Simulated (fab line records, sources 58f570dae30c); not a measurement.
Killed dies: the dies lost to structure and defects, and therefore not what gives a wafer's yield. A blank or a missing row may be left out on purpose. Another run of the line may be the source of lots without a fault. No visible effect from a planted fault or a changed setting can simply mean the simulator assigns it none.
Code-filled problem report in 8D (eight disciplines) form -- flow berkeley_cmos170 -- the parts of the form that need people (team, actions taken, sign-off) are left out

## 1. PROBLEM STATEMENT
prime_temp_c at UCB170_PVT_HMDS_00 reads a mean of 99.10 C on 6 wafers of 2 lots; wafers without a fault read 99.98 C with a standard deviation of 0.11. That puts it -8.0 standard deviations away from the usual mean.
The step: prime time 60 s.
Earliest sighting: wafer L826.2 on litho_track-02 at day 7 16:12. Wafers with a number at this step in the record: 39, from 13 lots. Rule for "out" (also "out of limits"): further than 4 standard deviations from the usual mean. All remaining wafers that have a number are taken as sound.

## 2. WHAT IT IS, AND WHAT IT ISN'T
question,is,is not
which readings at this step,prime_temp_c,-
which lots,"L826, L829","L815, L816, L817, L818, L819, L832, L833, L834, L836, L837, L838"
which wafers of those lots,all that have a number,-
read on which tools,litho_track-02,"litho_track-03, litho_track-04"
when,from day 7 16:12,"up to then (15 sound wafers); but 18 sound wafers of L832, L833, L834, L836, L837, L838 came after"

## 3. THE SUSPECTS, EACH WITH WHAT RULES IT OUT
Counting: a tool at any process step up to the reading remains a suspect when it ran all the lots that are out and ran no sound lot after the first of those.
- litho_track-02 at UCB170_PVT_HMDS_00 (prime time 60 s): kept. All lots that are out passed through it, beginning with L826 at day 7 16:12, and no sound lot followed; its final sound lot before that point was L818 at day 6 08:06. Its own readings are out on those wafers: prime_temp_c.
Remaining after the count: litho_track-02 at UCB170_PVT_HMDS_00.

## 4. THE CAUSE (what the simulator had put in)
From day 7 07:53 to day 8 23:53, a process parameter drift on litho_track-02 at UCB170_PVT_HMDS_00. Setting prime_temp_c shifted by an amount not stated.
This tool alone remained once counting was done.

## 5. SEQUENCE OF EFFECTS, ordered by route
Each row: a reading whose mean over the struck wafers that have a number lies more than 3 standard deviations from the usual. Readings are gone through only where the record gives a usual standard deviation; hours: the median, over the lots, of the time from a lot's start at the first step in this table giving one to that lot's start at this step; sigmas: the change measured in usual standard deviations.
hours,step,reading,usual,on struck wafers,change,sigmas
0,UCB170_PVT_HMDS_00,prime_temp_c,99.98 C,99.10,-0.88,-8.0
Process steps it contains:
- UCB170_PVT_HMDS_00: prime time 60 s.

## 6. HOW IT WOULD HAVE BEEN CAUGHT EARLIER
The fault began at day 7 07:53; the first out-of-limits reading in this record came at day 7 16:12, 8 hours later.
